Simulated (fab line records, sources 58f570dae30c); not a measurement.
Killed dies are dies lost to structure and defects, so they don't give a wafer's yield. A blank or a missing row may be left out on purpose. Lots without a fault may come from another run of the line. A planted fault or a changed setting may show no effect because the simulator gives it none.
Which tool did it? | flow berkeley_cmos170 | 7 lots, 21 wafers sampled, at 2 steps of a route of 331

WHAT THE GAUGES READ, wafer by wafer
UCB170_PWELL_THK_MEAS_06.
lot  | measured    | on            | PWELL_NITRIDE_THK (nm)
L103 | day 3 08:02 | film_metro-03 | 215.9 216.9 219.3
L106 | day 4 03:05 | film_metro-03 | 223.3 222.0 221.1
L110 | day 4 22:20 | film_metro-03 | 195.2 193.2 194.5
L118 | day 6 08:52 | film_metro-03 | 221.1 218.7 219.9
L120 | day 6 18:14 | film_metro-04 | 217.8 218.6 219.2
L123 | day 7 15:58 | film_metro-04 | 224.6 221.4 222.6
L125 | day 7 22:05 | film_metro-04 | 221.6 222.0 221.6

WHICH TOOL RAN EACH LOT (tool, then ch and the chambers of the sampled wafers, then the start)
lot  | UCB170_PWELL_CVD_05
L103 | lpcvd-02 ch 0, day 3 06:07
L106 | lpcvd-01 ch 1, day 4 01:05
L110 | lpcvd-02 ch 1, day 4 19:28
L118 | lpcvd-01 ch 1, day 6 06:00
L120 | lpcvd-01 ch 1, day 6 15:20
L123 | lpcvd-01 ch 1, day 7 14:04
L125 | lpcvd-01 ch 1, day 7 20:10
- UCB170_PWELL_CVD_05: deposits Si3N4 from SiH2Cl2/NH3, target thk 220 nm, time 3300 s.

THE ANSWER, worked out from the rows above alone
Rule: what is usual is taken from the lots themselves. Put in order of their means at a reading, lots are off if they are a third of the lots or fewer, leave a main group of 4 or more, and stand apart from it by a gap of 3 or more times the standard deviation of the main group's means; of several such gaps the widest counts. A main group whose means are all the same, to the digits that the tables above print for the reading, isn't used. A lot without any number at a reading at which 4 lots or more have one is off too. The other lots that the step has rows for count as sound.
Off: L110, at UCB170_PWELL_THK_MEAS_06 (PWELL_NITRIDE_THK). The main group: mean 220.4 nm, standard deviation 2.
A tool fits if, at a process step before that reading, it ran every lot that is off, and no sound lot after the first of them. The gauges at UCB170_PWELL_THK_MEAS_06 are tried like those tools. One fits: lpcvd-02 at UCB170_PWELL_CVD_05. Its last sound lot is L103 (day 3 06:07), its first lot that is off L110 (day 4 19:28): a fault that began between those two fits.

WHAT THE SIMULATOR HAD PUT IN
Site profile drift: lpcvd-02, from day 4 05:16 on, at UCB170_PWELL_CVD_05. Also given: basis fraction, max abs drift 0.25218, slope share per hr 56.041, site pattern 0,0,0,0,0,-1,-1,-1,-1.
Lots struck among those shown: L110. The rule above found the same.
